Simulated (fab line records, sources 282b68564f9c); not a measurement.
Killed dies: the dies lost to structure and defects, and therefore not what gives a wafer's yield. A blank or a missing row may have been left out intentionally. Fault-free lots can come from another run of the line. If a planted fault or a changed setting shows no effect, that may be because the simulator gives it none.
2 desks, one fault	flow ritCmos	only its own numbers are on each desk; what lay behind them is given at the end

== AT THE TOOL OWNER'S DESK: plasmaAsher-02 ==
The tool's own readings at RIT_NLDD_STRIP_09 (strips in O2, time 180 s): means of the sampled wafers that have a number, for each lot that ran on this tool. A lot is out of limits, marked OUT, if its mean lies more than 4 standard deviations from the usual mean; the brackets give that distance.
Columns: A = drypumpMotorCurrentA at RIT_NLDD_STRIP_09, usual 5.9 A; B = o2FlowSccm at RIT_NLDD_STRIP_09, usual 4000 sccm; C = runLengthS at RIT_NLDD_STRIP_09, usual 208.4 s
lot	first seen here	A	B	C
L770	day 2 21:55	5.7	3992	208.2
L771	day 3 00:19	5.4	4005	208.0
L772	day 3 05:32	5.7	3990	208.5
L774	day 3 14:32	6.1	4004	208.1
L775	day 3 18:25	6.1	3993	208.2
L780	day 4 20:52	5.7	4014	72.4 (-99 or more) OUT
Finding of this desk: L780 out of limits; the first was L780 at day 4 20:52, on runLengthS at RIT_NLDD_STRIP_09. In limits: L770, L771, L772, L774, L775.

== THE METROLOGY DESK ==
What the gauges read for every lot (on any tool): the sampled wafers with a number, averaged. A lot is out of limits, marked OUT, if its mean lies more than 4 standard deviations from the usual mean; the brackets give that distance.
Columns: A = PWELL_RS at RIT_WELLDRIVE_RS_MEAS_02, usual 429.9 ohm/sq; B = REOX_OXIDE_THK at RIT_REOX_THK_MEAS_04, usual 25.3 nm; C = PLDD_TW at RIT_PLDD_TW_MEAS_10, usual 2351; D = NSD_OVL at RIT_NSD_OVL_MEAS_06, usual 0.7 nm
lot	first seen here	A	B	C	D
L770	day 2 08:19	429.3	25.6	2342	0.2
L771	day 2 11:12	429.4	24.7	2342	-0.1
L772	day 2 14:41	431.1	25.5	2371	0.0
L773	day 2 20:15	429.5	24.8	2351	0.2
L774	day 3 01:47	430.7	24.5	2334	1.5
L775	day 3 04:58	429.9	25.8	2362	0.6
L776	day 3 12:06	429.8	24.4	2351	0.6
L780	day 4 06:35	429.2	25.4	30 (-99 or more) OUT	1.0
L783	day 4 22:21	430.3	25.4	2363	3.0
L787	day 5 20:13	428.9	24.8	2354	0.7
L789	day 6 04:56	428.0	25.1	2348	-0.6
L792	day 7 00:19	431.0	24.8	2359	0.9
L793	day 7 18:25	427.0	25.4	2339	1.4
Per this desk, out of limits: L780; the first was L780, day 4 22:28 (PLDD_TW at RIT_PLDD_TW_MEAS_10). In limits: L770, L771, L772, L773, L774, L775, L776, L783, L787, L789, L792, L793.

== TAKEN TOGETHER ==
An alarm could have come from the tool owner's desk at day 4 20:52, on L780.
An alarm was possible from the metrology desk at day 4 22:28, on L780.
Of the lots named, all ran RIT_NLDD_STRIP_09 on plasmaAsher-02.

== WHAT WAS PUT IN BY THE SIMULATOR ==
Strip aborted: plasmaAsher-02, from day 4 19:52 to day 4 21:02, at RIT_NLDD_STRIP_09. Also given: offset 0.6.
Lots struck among those shown: L780.
Hours from the fault's start to each desk's first reading out of limits: the tool owner's desk, 1; the metrology desk, 3.
